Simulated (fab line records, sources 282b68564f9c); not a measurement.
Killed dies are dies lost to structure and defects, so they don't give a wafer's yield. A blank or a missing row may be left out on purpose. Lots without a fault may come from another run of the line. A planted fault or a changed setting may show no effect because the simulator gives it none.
A struck lot beside a sound one | flow rit_cmos | 15 steps out of a route of 202
Sound: wafers L574.1, L574.2, L574.6. Struck: wafer L569.1. (L569.4, L569.5 of the same lot were not struck and are left out.) The cause comes at the end.
At each step with rows: each side's tool, then ch and its chambers, then its first start. Under that, the readings that differ: sound wafers | struck wafers | difference of the means | sigmas: that difference in standard deviations of wafers without a fault.
alike: readings whose means differ by less than 2 such deviations, and words and numbers that are the same on both sides. not compared: withheld readings, readings that some wafer has no value for, bounds like >300 that may hide the same value, and numbers for which the record gives no deviation and whose values overlap.
The two part at a step that has a row with sigmas, a row that says differs or no value, or rows on one side only. Numbers that don't overlap but have no deviation are shown without sigmas and don't part them. A reading that every wafer of one side lacks parts them only if that side has two wafers or more.

RIT_GATE_THK_MEAS_07:
  sound on film_metro-01, day 5 06:35; struck on film_metro-03, day 4 04:11
  alike: GATE_OXIDE_THK
then, 1 step without rows for these wafers: RIT_GATE_CVD_08 (deposits poly-Si from SiH4, target thk 250 nm, time 2220 s).
RIT_GATE_THK_MEAS_09:
  sound on film_metro-01, day 5 08:16; struck on film_metro-03, day 4 05:52
  alike: GATE_POLY_THK
then, 6 steps without rows for these wafers: RIT_GATE_HMDS_10 (prime time 60 s); RIT_GATE_COAT_11 (resist thk 850 nm); RIT_GATE_SOFTBAKE_12 (time 60 s); RIT_GATE_EXPOSE_13 (exposes mask M6, target cd 150 nm); RIT_GATE_PEB_14; RIT_GATE_DEVELOP_15 (develop time 50 s).
RIT_GATE_CD_MEAS_16: target cd 150 nm.
  sound on cd_sem-01, day 5 09:18; struck on cd_sem-02, day 4 06:56
  alike: cd_nm
RIT_GATE_OVL_MEAS_17:
  sound on overlay-02, day 5 09:25; struck on overlay-02, day 4 07:04
  alike: GATE_OVL
then, 1 step without rows for these wafers: RIT_GATE_HARDBAKE_18 (time 60 s).
RIT_GATE_ETCH_19: etches poly-Si in SF6/CHF3/O2, stops on SiO2, time 165 s, target depth 312.5 nm.
  sound on rie_si-02 ch 1,3, day 5 09:36; struck on rie_si-01 ch 0, day 4 07:15
  reading                                   | sound             | struck | difference | sigmas
  oes_product_au (a.u.)                     | 0.860 0.810 0.808 | 0.883  | +0.057     | +3
  model.NOVOLAK_of_GATE_COAT_11.thk_nm (nm) | 660.9 668.4 670.3 | 673.2  | +6.7       |
  alike: SF6_flow_sccm, drypump_motor_current_A, throttle_valve_pct
  not compared: rf_hours_counter_h
RIT_GATE_STRIP_20: strips in O2, time 180 s.
  sound on plasma_asher-04 ch 0,1, day 5 09:43; struck on plasma_asher-03 ch 1, day 4 07:22
  alike: drypump_motor_current_A, rf_refl_power_W
  not compared: rf_hours_counter_h
RIT_M1_PROBE_99:
  the record has rows for the struck wafers here (prober-02, day 5 03:27) and none for the sound ones

WHERE THEY PART
First at RIT_GATE_ETCH_19; last, within this record, at RIT_M1_PROBE_99.

WHY: what the simulator had put in
Process parameter drift: rie_si-01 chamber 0, from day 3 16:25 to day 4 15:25, at RIT_GATE_ETCH_19. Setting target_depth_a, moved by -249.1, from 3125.
